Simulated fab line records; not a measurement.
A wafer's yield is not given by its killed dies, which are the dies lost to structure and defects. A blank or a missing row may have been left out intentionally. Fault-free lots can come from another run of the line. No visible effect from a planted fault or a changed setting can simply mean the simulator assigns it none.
One fault through the eyes of 2 desks + flow ritCmos + numbers are kept per desk, each desk with only its own; the story behind them comes last

FROM THE METROLOGY DESK
What the gauges read for every lot (on any tool): the sampled wafers with a number, averaged. A lot is out of limits, marked OUT, if its mean lies more than 4 standard deviations from the usual mean; the brackets give that distance.
Columns: A = INCOMING_BOW at RIT_ACTIVE_BOW_MEAS_00, usual 0 um; B = ACTIVE_OXIDE_THK at RIT_ACTIVE_THK_MEAS_02, usual 46.6 nm; C = ACTIVE_NITRIDE_THK at RIT_ACTIVE_THK_MEAS_04, usual 150.2 nm; D = cdNm at RIT_ACTIVE_CD_MEAS_11, usual 1400.6 nm
| lot  | first seen here | A  | B    | C     | D      |
|------|-----------------|----|------|-------|--------|
| L190 | day 1 20:00     | 1  | 47.3 | 152.3 | 1400.7 |
| L194 | day 2 16:01     | -2 | 46.6 | 150.9 | 1403.3 |
| L197 | day 3 07:01     | -7 | 46.5 | 147.9 | 1400.5 |
| L198 | day 3 12:00     | 1  | 46.2 | 149.2 | 1401.0 |
| L200 | day 3 22:00     | -2 | 47.8 | 150.0 | 1406.8 |
| L206 | day 5 04:02     | 4  | 46.7 | 147.8 | 1399.9 |
| L208 | day 5 14:00     | -2 | 47.1 | 151.7 | 1402.6 |
This desk's finding: nothing out of limits on any of the 7 lots.

TOOL OWNER'S DESK, lithoTrack-01
The tool's own readings at RIT_ACTIVE_COAT_06 (resist thk 1000 nm): means of the sampled wafers that have a number, for each lot that ran on this tool. A lot is out of limits, marked OUT, if its mean lies more than 4 standard deviations from the usual mean; the brackets give that distance.
Columns: A = chillPlateTempC at RIT_ACTIVE_COAT_06, usual 23.01 C; B = dispensePressureKPa at RIT_ACTIVE_COAT_06, usual 49 kPa; C = exhaustPa at RIT_ACTIVE_COAT_06, usual 45.3 Pa; D = spinSpeedRpm at RIT_ACTIVE_COAT_06, usual 3250.3 rpm
| lot  | first seen here | A     | B  | C    | D                |
|------|-----------------|-------|----|------|------------------|
| L190 | day 2 01:39     | 23.00 | 54 | 44.6 | 3252.8           |
| L197 | day 3 13:11     | 22.92 | 53 | 44.5 | 3146.4 (-42) OUT |
| L198 | day 3 16:37     | 23.11 | 53 | 45.5 | 3144.4 (-42) OUT |
| L200 | day 4 02:53     | 22.84 | 54 | 45.7 | 3148.9 (-41) OUT |
This desk's verdict: out of limits on L197, L198, L200, starting with L197 at day 3 13:11 (spinSpeedRpm at RIT_ACTIVE_COAT_06). Within limits: L190.

BROUGHT TOGETHER
On L197, L198, L200, at day 3 13:11, an alarm was possible from the tool owner's desk.
The metrology desk saw nothing out of limits.
The metrology desk has L197, L198, L200 on record, within its limits.
RIT_ACTIVE_COAT_06 was run on lithoTrack-01 by each of the lots named.

WHAT THE SIMULATOR HAD INSERTED
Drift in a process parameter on lithoTrack-01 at RIT_ACTIVE_COAT_06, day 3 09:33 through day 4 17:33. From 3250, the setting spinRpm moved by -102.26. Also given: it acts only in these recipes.
Shown lots that were struck: L197, L198, L200.
Delay in hours, fault start to first out-of-limits reading, by desk: the tool owner's desk at 4.
